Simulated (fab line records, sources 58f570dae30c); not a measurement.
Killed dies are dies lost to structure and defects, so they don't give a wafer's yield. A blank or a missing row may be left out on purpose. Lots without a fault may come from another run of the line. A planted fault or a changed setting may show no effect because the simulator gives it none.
fab line records | flow berkeley_cmos170
record lots=5 wafers=23
route steps=331 shown PSD@178 NSD@190 SILICIDE@211 M1@242 V1@263 M2@283 M3@310
start_h: hours from the record's first day to the start of the lot's first wafer shown | wait_h: hours since the lot's step before | " the same as in the row above | L1.1+2: a row that stands for several wafers | - no value, or no start given | * or withheld: withheld | < > ~ a bound
route shown NAME@n: a module of which the file shows steps, and the number in the route of the first | usual: mean/standard deviation of fault-free wafers | same: alike in all rows | chamber/n: place in a boat | sites: the reading at each site | _std_site: their standard deviation | _edge_site: outer sites' mean less inner sites' | radius_mm: how far each site lies from the wafer's centre | mask NAME#n: copy n | behind: the tool/chamber that last shaped the wafer | hold: why the lot was held/for how many hours/how that ended | device: the transistor (n, p or np) that didn't switch | end of line: the same wafers' tests at the end of the route | a step without rows: its recipe alone | killed: dies lost to structure and defects at the first sort, not the wafer's yield | map: a wafer's dies, x killed, . not, _ none there
set.NAME: the setting as run; set.NAME@STEP: as run at that earlier step | model.NAME: the simulator's own value behind a step, which no gauge read
lots whose settings were changed on purpose; a table a step, a row a wafer
## steps
# step UCB170_PSD_EXPOSE_03
# recipe mask_id=PSELECT_MOD na=0.5 sigma_outer=0.6 source_shape=conventional target_cd_nm=1200 dose_mj=30
# columns lot.wafer tool chamber start_h wait_h mask set.dose_mj
L077.1+2+4 krf_scanner-01 0 171.02 0.1 PSELECT_MOD#0 30
L077.3+6 " 0 " " PSELECT_MOD#0 28.3
L075.1+3 krf_scanner-01 0 171.13 0.2 PSELECT_MOD#0 30
L075.2+5+6 " 0 " " PSELECT_MOD#0 28.89
L079.1+2+5 krf_scanner-02 0 190.68 0.2 PSELECT_MOD#0 30
L085.1+3+6 krf_scanner-01 0 216.53 0.2 PSELECT_MOD#0 30
L085.2+4 " 0 " " PSELECT_MOD#0 31.37
L084.1+2+3+5+6 krf_scanner-01 0 216.64 0.4 PSELECT_MOD#0 30
# step UCB170_PSD_PEB_04
# recipe peb_temp_c=130 peb_time_s=withheld resist=KrF
# step UCB170_PSD_DEVELOP_05
# recipe developer=TMAH develop_time_s=45 resist=KrF dev_temp_c=21
# step UCB170_PSD_CD_MEAS_06
# recipe target_cd_nm=1200
# usual cd_nm=1200.0/1.2
# columns lot.wafer tool chamber start_h wait_h set.dose_mj@PSD_EXPOSE_03 cd_nm
L077.1 cd_sem-01 - 171.41 - 30 1200.7
L077.2 " - " " 30 1203.5
L077.3 " - " " 28.3 1192.3
L077.4 " - " " 30 1201.9
L077.6 " - " " 28.3 1191.1
L075.1 cd_sem-01 - 171.53 - 30 1200.5
L075.2 " - " " 28.89 1192.9
L075.3 " - " " 30 1201.1
L075.5 " - " " 28.89 1193.4
L075.6 " - " " 28.89 1192.7
L079.1 cd_sem-01 - 191.07 - 30 1200.9
L079.2 " - " " 30 1199.8
L079.5 " - " " 30 1200.1
L084.1 cd_sem-02 - 217.13 - 30 1201.8
L084.2 " - " " 30 1200.1
L084.3 " - " " 30 1199.8
L084.5 " - " " 30 1200.3
L084.6 " - " " 30 1199.9
L085.1 cd_sem-01 - 217.13 - 30 1199.9
L085.2 " - " " 31.37 1208.8
L085.3 " - " " 30 1200.9
L085.4 " - " " 31.37 1210.0
L085.6 " - " " 30 1199.4
# step UCB170_NSD_EXPOSE_03
# recipe mask_id=NSELECT_MOD na=0.5 sigma_outer=0.6 source_shape=conventional target_cd_nm=1200 dose_mj=30
# columns lot.wafer tool chamber start_h wait_h mask set.dose_mj
L077.1+2+3+4+6 krf_scanner-01 0 172.63 0.2 NSELECT_MOD#0 30
L075.1+2 krf_scanner-01 0 172.74 0.2 NSELECT_MOD#0 30
L075.3+5+6 " 0 " " NSELECT_MOD#0 30.57
L079.1+2+5 krf_scanner-02 0 192.32 0.3 NSELECT_MOD#0 30
L084.1+2 krf_scanner-01 0 218.61 0.2 NSELECT_MOD#0 30
L084.3+5+6 " 0 " " NSELECT_MOD#0 31.78
L085.1+2 krf_scanner-01 0 218.72 0.3 NSELECT_MOD#0 30
L085.3+4+6 " 0 " " NSELECT_MOD#0 27.81
# step UCB170_NSD_PEB_04
# recipe peb_temp_c=130 peb_time_s=withheld resist=KrF
# step UCB170_NSD_DEVELOP_05
# recipe developer=TMAH develop_time_s=45 resist=KrF dev_temp_c=21
# step UCB170_NSD_CD_MEAS_06
# recipe target_cd_nm=1200
# usual cd_nm=1199.6/1
# columns lot.wafer tool chamber start_h wait_h set.dose_mj@NSD_EXPOSE_03 cd_nm
L077.1 cd_sem-01 - 173.73 - 30 1199.3
L077.2 " - " " 30 1198.8
L077.3 " - " " 30 1199.8
L077.4 " - " " 30 1198.4
L077.6 " - " " 30 1198.4
L075.1 cd_sem-01 - 173.85 - 30 1199.1
L075.2 " - " " 30 1199.8
L075.3 " - " " 30.57 1202.5
L075.5 " - " " 30.57 1202.6
L075.6 " - " " 30.57 1202.7
L079.1 cd_sem-02 - 192.71 - 30 1198.9
L079.2 " - " " 30 1199.6
L079.5 " - " " 30 1199.7
L084.1 cd_sem-01 - 219.30 - 30 1199.1
L084.2 " - " " 30 1199.6
L084.3 " - " " 31.78 1210.7
L084.5 " - " " 31.78 1208.8
L084.6 " - " " 31.78 1208.3
L085.1 cd_sem-01 - 219.58 - 30 1201.8
L085.2 " - " " 30 1200.4
L085.3 " - " " 27.81 1188.6
L085.4 " - " " 27.81 1188.0
L085.6 " - " " 27.81 1188.2
# step UCB170_SILICIDE_SPUTTER_01
# recipe material=Ti target_thk_nm=30 time_s=25 power_w=1500 chamber_pressure_pa=0.5
# columns lot.wafer tool chamber start_h wait_h set.time_s model.Ti_of_SILICIDE_SPUTTER_01.thk_nm
L075.1 pvd_sputter-01 - 176.27 0.0 25 30.19
L075.2 " - " " 25 30.17
L075.3 " - " " 25 29.82
L075.5 " - " " 25 29.43
L075.6 " - " " 25 29.98
L077.1 pvd_sputter-03 - 176.40 0.0 25 29.48
L077.2 " - " " 25 29.97
L077.3 " - " " 25 29.33
L077.4 " - " " 25.96 31.49
L077.6 " - " " 25.96 31.28
L079.1 pvd_sputter-01 - 195.00 0.0 25 30.02
L079.2 " - " " 25 29.83
L079.5 " - " " 25 30.12
L084.1 pvd_sputter-01 - 221.43 0.0 25 29.86
L084.2 " - " " 25 29.6
L084.3 " - " " 25 30.4
L084.5 " - " " 25 29.99
L084.6 " - " " 25 30.6
L085.1 pvd_sputter-04 - 221.76 0.0 26.54 31.83
L085.2 " - " " 25 30.29
L085.3 " - " " 26.54 31.89
L085.4 " - " " 26.54 32.09
L085.6 " - " " 25 30.34
# step UCB170_SILICIDE_RS_MEAS_02
# recipe thk_meas_gauge=four-point-probe reads=Ti_of_SILICIDE_SPUTTER_01
# usual SILICIDE_TI_RS=26.3/0.44
# columns lot.wafer tool chamber start_h wait_h set.time_s@SILICIDE_SPUTTER_01 SILICIDE_TI_RS[ohm/sq]
L075.1 film_metro-02 - 176.30 0.0 25 26.0
L075.2 " - " " 25 26.0
L075.3 " - " " 25 26.3
L075.5 " - " " 25 26.7
L075.6 " - " " 25 26.1
L077.1 film_metro-03 - 176.43 0.0 25 26.6
L077.2 " - " " 25 26.1
L077.3 " - " " 25 26.7
L077.4 " - " " 25.96 24.6
L077.6 " - " " 25.96 24.8
L079.1 film_metro-02 - 195.17 0.1 25 26.2
L079.2 " - " " 25 26.5
L079.5 " - " " 25 26.2
L084.1 film_metro-02 - 221.46 0.0 25 26.3
L084.2 " - " " 25 26.5
L084.3 " - " " 25 25.7
L084.5 " - " " 25 26.2
L084.6 " - " " 25 25.5
L085.1 film_metro-01 - 221.79 0.0 26.54 24.4
L085.2 " - " " 25 25.9
L085.3 " - " " 26.54 24.3
L085.4 " - " " 26.54 24.1
L085.6 " - " " 25 25.8
# step UCB170_SILICIDE_THK_MEAS_03
# recipe thk_meas_gauge=xrf reads=Ti_of_SILICIDE_SPUTTER_01
# usual SILICIDE_TI_THK=29.6/0.48
# columns lot.wafer tool chamber start_h wait_h set.time_s@SILICIDE_SPUTTER_01 SILICIDE_TI_THK[nm]
L075.1 film_metro-02 - 176.42 0.1 25 30.1
L075.2 " - " " 25 30.0
L075.3 " - " " 25 29.6
L075.5 " - " " 25 29.4
L075.6 " - " " 25 29.9
L077.1 film_metro-03 - 176.55 0.1 25 29.5
L077.2 " - " " 25 30.1
L077.3 " - " " 25 29.4
L077.4 " - " " 25.96 31.6
L077.6 " - " " 25.96 31.3
L079.1 film_metro-02 - 195.29 0.1 25 29.7
L079.2 " - " " 25 29.6
L079.5 " - " " 25 29.7
L084.1 film_metro-02 - 221.58 0.1 25 29.8
L084.2 " - " " 25 29.6
L084.3 " - " " 25 30.4
L084.5 " - " " 25 29.8
L084.6 " - " " 25 30.4
L085.1 film_metro-01 - 221.91 0.1 26.54 31.6
L085.2 " - " " 25 30.0
L085.3 " - " " 26.54 31.7
L085.4 " - " " 26.54 31.8
L085.6 " - " " 25 30.1
# step UCB170_M1_COAT_04
# recipe resist=KrF spin_rpm=1500 resist_thk_nm=900
# columns lot.wafer tool chamber start_h wait_h set.spin_rpm model.KrF_of_M1_COAT_04.thk_nm
L077.1 litho_track-02 0 - - 1500 897.4
L077.2 " 0 " " 1599 869
L077.3 " 0 " " 1599 866.9
L077.4 " 0 " " 1599 866.2
L077.6 " 0 " " 1500 897.7
L075.1 litho_track-02 0 - - 1500 905.1
L075.2 " 0 " " 1500 904.6
L075.3 " 0 " " 1500 904.1
L075.5 " 0 " " 1500 906.5
L075.6 " 0 " " 1500 902.5
L079.1 litho_track-01 0 - - 1500 902.6
L079.2 " 0 " " 1500 900.4
L079.5 " 0 " " 1500 900.9
L085.1 litho_track-02 0 - - 1500 900.9
L085.2 " 0 " " 1500 898.4
L085.3 " 0 " " 1500 897.9
L085.4 " 0 " " 1392 933.7
L085.6 " 0 " " 1392 935.9
L084.1 litho_track-02 0 - - 1500 902.8
L084.2 " 0 " " 1406 933.4
L084.3 " 0 " " 1406 927.8
L084.5 " 0 " " 1406 928.2
L084.6 " 0 " " 1500 903.9
# step UCB170_V1_EXPOSE_09
# recipe mask_id=VIA1 target_cd_nm=700 na=0.5 sigma_outer=0.6 source_shape=conventional dose_mj=37
# columns lot.wafer tool chamber start_h wait_h mask set.dose_mj
L077.1+3+4 krf_scanner-01 0 188.39 0.1 VIA1#0 37
L077.2+6 " 0 " " VIA1#0 34.49
L075.1+2+3+5+6 krf_scanner-01 0 189.70 0.1 VIA1#0 37
L079.1+2+5 krf_scanner-02 0 207.86 0.4 VIA1#0 37
L085.1+2+4 krf_scanner-01 0 231.53 0.2 VIA1#0 37
L085.3+6 " 0 " " VIA1#0 39.58
L084.1+3+5 krf_scanner-01 0 232.40 0.1 VIA1#0 37
L084.2+6 " 0 " " VIA1#0 38.64
# step UCB170_V1_PEB_10
# recipe peb_temp_c=130 peb_time_s=withheld resist=KrF
# step UCB170_V1_DEVELOP_11
# recipe developer=TMAH develop_time_s=45 resist=KrF dev_temp_c=21
# step UCB170_V1_CD_MEAS_12
# recipe target_cd_nm=700
# usual cd_nm=700.1/0.99
# columns lot.wafer tool chamber start_h wait_h set.dose_mj@V1_EXPOSE_09 cd_nm
L077.1 cd_sem-02 - 188.78 - 37 699.1
L077.2 " - " " 34.49 687.6
L077.3 " - " " 37 700.1
L077.4 " - " " 37 700.6
L077.6 " - " " 34.49 688.0
L075.1 cd_sem-02 - 190.10 - 37 700.1
L075.2 " - " " 37 699.6
L075.3 " - " " 37 699.3
L075.5 " - " " 37 699.2
L075.6 " - " " 37 699.8
L079.1 cd_sem-02 - 208.45 - 37 700.9
L079.2 " - " " 37 700.3
L079.5 " - " " 37 699.8
L085.1 cd_sem-02 - 232.40 - 37 699.8
L085.2 " - " " 37 699.3
L085.3 " - " " 39.58 710.4
L085.4 " - " " 37 700.2
L085.6 " - " " 39.58 711.0
L084.1 cd_sem-02 - 233.13 - 37 699.2
L084.2 " - " " 38.64 708.1
L084.3 " - " " 37 701.2
L084.5 " - " " 37 699.5
L084.6 " - " " 38.64 707.3
# step UCB170_V1_ETCH_14
# recipe chemistry=CHF3/CF4/Ar target=SiO2 stop_on=Al CHF3_flow_sccm=45 cf4_flow_sccm=15 Ar_flow_sccm=150 pressure_mtorr=200 rf_w=700 target_depth_a=12500 over_etch_frac=0.25 time_s=291
# columns lot.wafer tool chamber start_h wait_h set.rf_w set.dose_mj@V1_EXPOSE_09 model.V1.cd_nm
L077.1 rie_diel-01 2 188.93 0.0 700 37 700.5
L077.2 " 1 " " 700 34.49 687.8
L077.3 " 3 " " 737.9 37 702.2
L077.4 " 0 " " 700 37 700.3
L077.6 " 2 " " 737.9 34.49 688.3
L075.1 rie_diel-03 0 190.25 0.0 700 37 700.5
L075.2 " 1 " " 627.4 37 698.8
L075.3 " 2 " " 627.4 37 698.5
L075.5 " 3 " " 700 37 699.9
L075.6 " 0 " " 700 37 700.2
L079.1 rie_diel-03 3 208.60 0.0 700 37 701.4
L079.2 " 0 " " 700 37 700
L079.5 " 1 " " 700 37 700.8
L085.1 rie_diel-03 2 232.56 0.0 619.2 37 698.9
L085.2 " 1 " " 619.2 37 698.1
L085.3 " 3 " " 700 39.58 712.1
L085.4 " 3 " " 700 37 701.5
L085.6 " 2 " " 619.2 39.58 709.5
L084.1 rie_diel-04 2 233.28 0.0 700 37 699.1
L084.2 " 3 " " 723.3 38.64 711.6
L084.3 " 0 " " 723.3 37 702.2
L084.5 " 3 " " 700 37 702.6
L084.6 " 2 " " 700 38.64 707.5
# step UCB170_V1_STRIP_15
# recipe chemistry=O2 power_w=400 pressure_mtorr=3500 platen_temp_c=withheld o2_flow_sccm=400 overash_fraction=0.5
# step UCB170_V1_CD_MEAS_90
# recipe target_cd_nm=700
# usual cd_nm=700.6/1.4
# columns lot.wafer tool chamber start_h wait_h set.dose_mj@V1_EXPOSE_09 cd_nm
L077.1 cd_sem-02 - 189.21 0.1 37 700.4
L077.2 " - " " 34.49 687.7
L077.3 " - " " 37 701.9
L077.4 " - " " 37 700.6
L077.6 " - " " 34.49 688.5
L075.1 cd_sem-01 - 190.53 0.1 37 700.3
L075.2 " - " " 37 698.7
L075.3 " - " " 37 698.4
L075.5 " - " " 37 700.0
L075.6 " - " " 37 700.1
L079.1 cd_sem-02 - 208.88 0.1 37 701.3
L079.2 " - " " 37 700.2
L079.5 " - " " 37 700.6
L085.1 cd_sem-01 - 232.84 0.1 37 699.1
L085.2 " - " " 37 697.9
L085.3 " - " " 39.58 712.4
L085.4 " - " " 37 701.4
L085.6 " - " " 39.58 709.3
L084.1 cd_sem-02 - 233.56 0.1 37 699.1
L084.2 " - " " 38.64 711.6
L084.3 " - " " 37 702.0
L084.5 " - " " 37 702.2
L084.6 " - " " 38.64 707.5
# step UCB170_M2_EXPOSE_12
# recipe mask_id=METAL2 target_cd_nm=700 na=0.5 sigma_outer=0.6 source_shape=conventional dose_mj=26
# columns lot.wafer tool chamber start_h wait_h mask set.dose_mj
L077.1+2+3 krf_scanner-02 0 190.85 - METAL2#0 24.7
L077.4+6 " 0 " " METAL2#0 26
L075.1+2+3+5+6 krf_scanner-02 0 192.20 - METAL2#0 26
L079.1+2+5 krf_scanner-02 0 211.70 - METAL2#0 26
L085.1+4 krf_scanner-01 0 236.05 - METAL2#0 25.28
L085.2+3+6 " 0 " " METAL2#0 26
L084.1+3+6 krf_scanner-02 0 236.95 - METAL2#0 25.3
L084.2+5 " 0 " " METAL2#0 26
# step UCB170_M2_PEB_13
# recipe peb_temp_c=130 peb_time_s=withheld resist=KrF
# step UCB170_M2_DEVELOP_14
# recipe developer=TMAH develop_time_s=45 resist=KrF dev_temp_c=21
# step UCB170_M2_CD_MEAS_15
# recipe target_cd_nm=700
# usual cd_nm=700.0/1.7
# columns lot.wafer tool chamber start_h wait_h set.dose_mj@M2_EXPOSE_12 cd_nm
L077.1 cd_sem-02 - 191.24 - 24.7 708.2
L077.2 " - " " 24.7 708.5
L077.3 " - " " 24.7 708.8
L077.4 " - " " 26 698.6
L077.6 " - " " 26 697.5
L075.1 cd_sem-01 - 192.59 - 26 696.2
L075.2 " - " " 26 696.2
L075.3 " - " " 26 696.6
L075.5 " - " " 26 696.3
L075.6 " - " " 26 697.2
L079.1 cd_sem-02 - 213.02 - 26 700.7
L079.2 " - " " 26 699.0
L079.5 " - " " 26 700.0
L085.1 cd_sem-02 - 237.10 - 25.28 704.7
L085.2 " - " " 26 699.8
L085.3 " - " " 26 699.7
L085.4 " - " " 25.28 704.7
L085.6 " - " " 26 699.3
L084.1 cd_sem-01 - 237.71 - 25.3 704.6
L084.2 " - " " 26 699.5
L084.3 " - " " 25.3 704.6
L084.5 " - " " 26 699.4
L084.6 " - " " 25.3 704.5
# step UCB170_M2_ETCH_17
# recipe chemistry=N2/H2 target_depth_a=withheld overetch_a=withheld target=BARC time_s=withheld source_w=500 bias_w=100 pressure_mtorr=30 n2_flow_sccm=100 h2_flow_sccm=200
# columns lot.wafer tool chamber start_h wait_h set.dose_mj@M2_EXPOSE_12 model.M2.cd_nm
L077.1 rie_diel-04 1 191.40 0.0 24.7 707.9
L077.2 " 0 " " 24.7 709.2
L077.3 " 2 " " 24.7 709
L077.4 " 3 " " 26 698.5
L077.6 " 2 " " 26 698.3
L075.1+3+5 rie_diel-02 0,2,0 192.75 0.0 26 697
L075.2 " 1 " " 26 695.7
L075.6 " 3 " " 26 698.2
L079.1 rie_diel-01 2 213.18 0.0 26 701.1
L079.2 " 3 " " 26 697.6
L079.5 " 1 " " 26 700.2
L085.1 rie_diel-04 3 237.26 0.0 25.28 705
L085.2 " 1 " " 26 700
L085.3 " 2 " " 26 701.2
L085.4 " 0 " " 25.28 705.5
L085.6 " 0 " " 26 700.5
L084.1 rie_diel-04 1 237.86 0.0 25.3 705.3
L084.2 " 3 " " 26 700
L084.3 " 2 " " 25.3 705.8
L084.5 " 3 " " 26 699.9
L084.6 " 2 " " 25.3 706.3
# step UCB170_M3_SPUTTER_01
# recipe material=Al target_thk_nm=900 time_s=120 power_w=6000 chamber_pressure_pa=0.5
# columns lot.wafer tool chamber start_h wait_h set.power_w model.Al_of_M3_SPUTTER_01.thk_nm
L077.1 pvd_sputter-02 - 194.31 0.0 6000 892.3
L077.2 " - " " 6437 938.1
L077.3 " - " " 6437 965.4
L077.4 " - " " 6000 893.2
L077.6 " - " " 6000 884
L075.1 pvd_sputter-02 - 195.69 0.0 6000 896.6
L075.2 " - " " 6000 883.7
L075.3 " - " " 6000 900.8
L075.5 " - " " 6000 901.8
L075.6 " - " " 6000 913.7
L079.1 pvd_sputter-04 - 216.38 0.0 6000 875.7
L079.2 " - " " 6000 883.2
L079.5 " - " " 6000 878.1
L085.1 pvd_sputter-01 - 240.04 0.0 5728 847.5
L085.2 " - " " 6000 896.8
L085.3 " - " " 5728 859.8
L085.4 " - " " 6000 904.6
L085.6 " - " " 5728 860.6
L084.1 pvd_sputter-04 - 240.92 0.0 6000 922.9
L084.2 " - " " 6000 892
L084.3 " - " " 6709 1006
L084.5 " - " " 6709 1001
L084.6 " - " " 6000 896.7
# step UCB170_M3_RS_MEAS_02
# recipe thk_meas_gauge=four-point-probe reads=Al_of_M3_SPUTTER_01
# usual M3_AL_RS=0.0323/0.00041
# columns lot.wafer tool chamber start_h wait_h set.power_w@M3_SPUTTER_01 M3_AL_RS[ohm/sq]
L077.1 film_metro-03 - 194.89 0.5 6000 0.0323
L077.2 " - " " 6437 0.0308
L077.3 " - " " 6437 0.0299
L077.4 " - " " 6000 0.0323
L077.6 " - " " 6000 0.0327
L075.1 film_metro-01 - 195.77 0.0 6000 0.0323
L075.2 " - " " 6000 0.0328
L075.3 " - " " 6000 0.0321
L075.5 " - " " 6000 0.0321
L075.6 " - " " 6000 0.0317
L079.1 film_metro-04 - 216.46 0.0 6000 0.0331
L079.2 " - " " 6000 0.0327
L079.5 " - " " 6000 0.0330
L085.1 film_metro-01 - 240.12 0.0 5728 0.0342
L085.2 " - " " 6000 0.0322
L085.3 " - " " 5728 0.0337
L085.4 " - " " 6000 0.0320
L085.6 " - " " 5728 0.0336
L084.1 film_metro-04 - 241.00 0.0 6000 0.0313
L084.2 " - " " 6000 0.0324
L084.3 " - " " 6709 0.0287
L084.5 " - " " 6709 0.0288
L084.6 " - " " 6000 0.0323
# step UCB170_M3_THK_MEAS_03
# recipe thk_meas_gauge=xrf reads=Al_of_M3_SPUTTER_01
# usual M3_AL_THK=898/12
# columns lot.wafer tool chamber start_h wait_h set.power_w@M3_SPUTTER_01 M3_AL_THK[nm]
L077.1 film_metro-03 - 195.01 0.1 6000 897
L077.2 " - " " 6437 947
L077.3 " - " " 6437 967
L077.4 " - " " 6000 901
L077.6 " - " " 6000 890
L075.1 film_metro-01 - 195.89 0.1 6000 899
L075.2 " - " " 6000 882
L075.3 " - " " 6000 897
L075.5 " - " " 6000 901
L075.6 " - " " 6000 910
L079.1 film_metro-04 - 216.58 0.1 6000 876
L079.2 " - " " 6000 883
L079.5 " - " " 6000 877
L085.1 film_metro-01 - 240.24 0.1 5728 851
L085.2 " - " " 6000 903
L085.3 " - " " 5728 866
L085.4 " - " " 6000 911
L085.6 " - " " 5728 864
L084.1 film_metro-04 - 241.12 0.1 6000 928
L084.2 " - " " 6000 899
L084.3 " - " " 6709 1006
L084.5 " - " " 6709 1009
L084.6 " - " " 6000 905
## key
split step=UCB170_PSD_EXPOSE_03 setting=dose_mj stated=30 by=wafer
response step=UCB170_PSD_CD_MEAS_06 reading=cd_nm change=+1.95 per=1% r=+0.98
split step=UCB170_NSD_EXPOSE_03 setting=dose_mj stated=30 by=wafer
response step=UCB170_NSD_CD_MEAS_06 reading=cd_nm change=+1.72 per=1% r=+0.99
split step=UCB170_SILICIDE_SPUTTER_01 setting=time_s stated=25 by=wafer
response step=UCB170_SILICIDE_SPUTTER_01 reading=model.Ti_of_SILICIDE_SPUTTER_01.thk_nm change=+0.32 per=1% r=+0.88
response step=UCB170_SILICIDE_RS_MEAS_02 reading=SILICIDE_TI_RS change=-0.313 per=1% r=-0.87
response step=UCB170_SILICIDE_THK_MEAS_03 reading=SILICIDE_TI_THK change=+0.325 per=1% r=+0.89
split step=UCB170_M1_COAT_04 setting=spin_rpm stated=1500 by=wafer
response step=UCB170_M1_COAT_04 reading=model.KrF_of_M1_COAT_04.thk_nm change=-4.62 per=1% r=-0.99
split step=UCB170_V1_EXPOSE_09 setting=dose_mj stated=37 by=wafer
response step=UCB170_V1_CD_MEAS_12 reading=cd_nm change=+1.68 per=1% r=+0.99
response step=UCB170_V1_ETCH_14 reading=model.V1.cd_nm change=+1.78 per=1% r=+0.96
response step=UCB170_V1_CD_MEAS_90 reading=cd_nm change=+1.79 per=1% r=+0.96
split step=UCB170_V1_ETCH_14 setting=rf_w stated=700 by=wafer
response none clear
split step=UCB170_M2_EXPOSE_12 setting=dose_mj stated=26 by=wafer
response step=UCB170_M2_CD_MEAS_15 reading=cd_nm change=-2.01 per=1% r=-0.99
response step=UCB170_M2_ETCH_17 reading=model.M2.cd_nm change=-2.01 per=1% r=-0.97
split step=UCB170_M3_SPUTTER_01 setting=power_w stated=6000 by=wafer
response step=UCB170_M3_SPUTTER_01 reading=model.Al_of_M3_SPUTTER_01.thk_nm change=+8.61 per=1% r=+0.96
response step=UCB170_M3_RS_MEAS_02 reading=M3_AL_RS change=-0.000287 per=1% r=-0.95
response step=UCB170_M3_THK_MEAS_03 reading=M3_AL_THK change=+8.42 per=1% r=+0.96
